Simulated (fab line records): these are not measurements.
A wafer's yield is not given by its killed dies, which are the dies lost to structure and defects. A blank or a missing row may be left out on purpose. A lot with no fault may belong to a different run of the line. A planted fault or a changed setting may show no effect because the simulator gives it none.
Check for tools in common + flow rit_cmos + 42 wafers sampled across 14 lots

== WHY THIS WAS OPENED ==
Of 14 lots, 2 have the reading NWELL_TW flagged at RIT_NWELL_TW_MEAS_10. Wafers without a fault read 2127, standard deviation 17.
Rule: a lot gets a flag if all its wafers with a number sit over 4 standard deviations from that mean, or if no wafer of it has a number. All remaining lots are regarded as sound.

| lot  | measured    | on            | NWELL_TW, wafer by wafer | flag    |
|------|-------------|---------------|--------------------------|---------|
| L674 | day 1 20:56 | film_metro-01 | 2116 2133 2124           |         |
| L675 | day 2 04:13 | film_metro-01 | 2132 2128 2140           |         |
| L676 | day 2 10:19 | film_metro-04 | 2138 2142 2143           |         |
| L677 | day 2 14:29 | film_metro-03 | 2140 2147 2135           |         |
| L679 | day 2 22:48 | film_metro-01 | 2137 2128 2134           |         |
| L683 | day 3 18:41 | film_metro-03 | 2052 2046 2051           | FLAGGED |
| L685 | day 4 04:07 | film_metro-03 | 2051 2052 2047           | FLAGGED |
| L687 | day 4 14:56 | film_metro-01 | 2108 2118 2122           |         |
| L688 | day 4 19:49 | film_metro-01 | 2115 2123 2112           |         |
| L689 | day 4 23:58 | film_metro-01 | 2110 2108 2101           |         |
| L690 | day 5 06:15 | film_metro-03 | 2131 2132 2125           |         |
| L691 | day 5 10:02 | film_metro-01 | 2120 2106 2113           |         |
| L693 | day 5 21:40 | film_metro-03 | 2134 2126 2131           |         |
| L695 | day 6 07:25 | film_metro-03 | 2161 2158 2156           |         |
The mean of the flagged lots' numbers is 2050, -77 from the usual (-5 standard deviations).

== TOOL THAT RAN EACH LOT ==
Before the reading, the record contains 2 process steps out of a 202-step route. Read each cell as the tool, then ch plus the chambers that the sampled wafers visited, then the start.
| lot  | flag    | RIT_NWELL_IMPLANT_08           | RIT_NWELL_STRIP_09                  |
|------|---------|--------------------------------|-------------------------------------|
| L674 |         | implanter-03 ch 0, day 1 20:37 | plasma_asher-01 ch 0,1, day 1 20:46 |
| L675 |         | implanter-02 ch 0, day 2 03:55 | plasma_asher-02 ch 0,1, day 2 04:02 |
| L676 |         | implanter-04 ch 0, day 2 10:01 | plasma_asher-02 ch 0,1, day 2 10:10 |
| L677 |         | implanter-02 ch 0, day 2 14:10 | plasma_asher-01 ch 0,1, day 2 14:18 |
| L679 |         | implanter-03 ch 0, day 2 22:28 | plasma_asher-04 ch 0,1, day 2 22:37 |
| L683 | FLAGGED | implanter-02 ch 0, day 3 18:22 | plasma_asher-02 ch 0,1, day 3 18:29 |
| L685 | FLAGGED | implanter-02 ch 0, day 4 03:47 | plasma_asher-04 ch 0, day 4 03:56   |
| L687 |         | implanter-04 ch 0, day 4 14:38 | plasma_asher-02 ch 0,1, day 4 14:45 |
| L688 |         | implanter-04 ch 0, day 4 19:31 | plasma_asher-01 ch 0,1, day 4 19:38 |
| L689 |         | implanter-03 ch 0, day 4 23:38 | plasma_asher-02 ch 0,1, day 4 23:47 |
| L690 |         | implanter-04 ch 0, day 5 05:55 | plasma_asher-01 ch 0,1, day 5 06:04 |
| L691 |         | implanter-04 ch 0, day 5 09:43 | plasma_asher-04 ch 0,1, day 5 09:51 |
| L693 |         | implanter-04 ch 0, day 5 21:20 | plasma_asher-01 ch 0,1, day 5 21:29 |
| L695 |         | implanter-04 ch 0, day 6 07:05 | plasma_asher-02 ch 0,1, day 6 07:14 |
What the steps here do:
- RIT_NWELL_IMPLANT_08
- RIT_NWELL_STRIP_09: strips in O2, time 180 s.
- RIT_NWELL_TW_MEAS_10

== FLAGGED OVER TOTAL, TOOL BY TOOL (the gauges that took the reading come last) ==
| step                 | tool            | lots run | flagged | share of the flagged lots | sound lots run after its first flagged lot |
|----------------------|-----------------|----------|---------|---------------------------|--------------------------------------------|
| RIT_NWELL_IMPLANT_08 | implanter-02    | 4        | 2       | all                       | 0                                          |
| RIT_NWELL_IMPLANT_08 | implanter-03    | 3        | 0       | none                      | -                                          |
| RIT_NWELL_IMPLANT_08 | implanter-04    | 7        | 0       | none                      | -                                          |
| RIT_NWELL_STRIP_09   | plasma_asher-01 | 5        | 0       | none                      | -                                          |
| RIT_NWELL_STRIP_09   | plasma_asher-02 | 6        | 1       | some                      | 3 (L687,L689,L695)                         |
| RIT_NWELL_STRIP_09   | plasma_asher-04 | 3        | 1       | some                      | 1 (L691)                                   |
| RIT_NWELL_TW_MEAS_10 | film_metro-01   | 7        | 0       | none                      | -                                          |
| RIT_NWELL_TW_MEAS_10 | film_metro-03   | 6        | 2       | all                       | 3 (L690,L693,L695)                         |
| RIT_NWELL_TW_MEAS_10 | film_metro-04   | 1        | 0       | none                      | -                                          |

== THE TABLE: WHAT IT ALLOWS ==
2 rows of the table ran every flagged lot: implanter-02 at RIT_NWELL_IMPLANT_08, film_metro-03 at RIT_NWELL_TW_MEAS_10.
- implanter-02 at RIT_NWELL_IMPLANT_08: 2 of its 4 lots flagged. A fault beginning between L677 (day 2 14:10), its last sound lot, and L683 (day 3 18:22), its first flagged one, fits the data. Its own readings (beam_energy_keV) fall more than 4 standard deviations out on all wafers of the flagged lots.
- film_metro-03 at RIT_NWELL_TW_MEAS_10: 2 of its 6 lots flagged. Lots that were sound ran on it after the first flagged one (L690, L693, L695); a persistent fault on the entire tool would not allow that.
One tool is left: implanter-02 at RIT_NWELL_IMPLANT_08.

== WHAT THE SIMULATOR HAD PUT IN ==
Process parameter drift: implanter-02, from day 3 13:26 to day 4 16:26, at RIT_NWELL_IMPLANT_08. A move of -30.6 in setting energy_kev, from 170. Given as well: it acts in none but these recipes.
Shown lots that were struck: L683, L685. The rule given above showed the same thing.
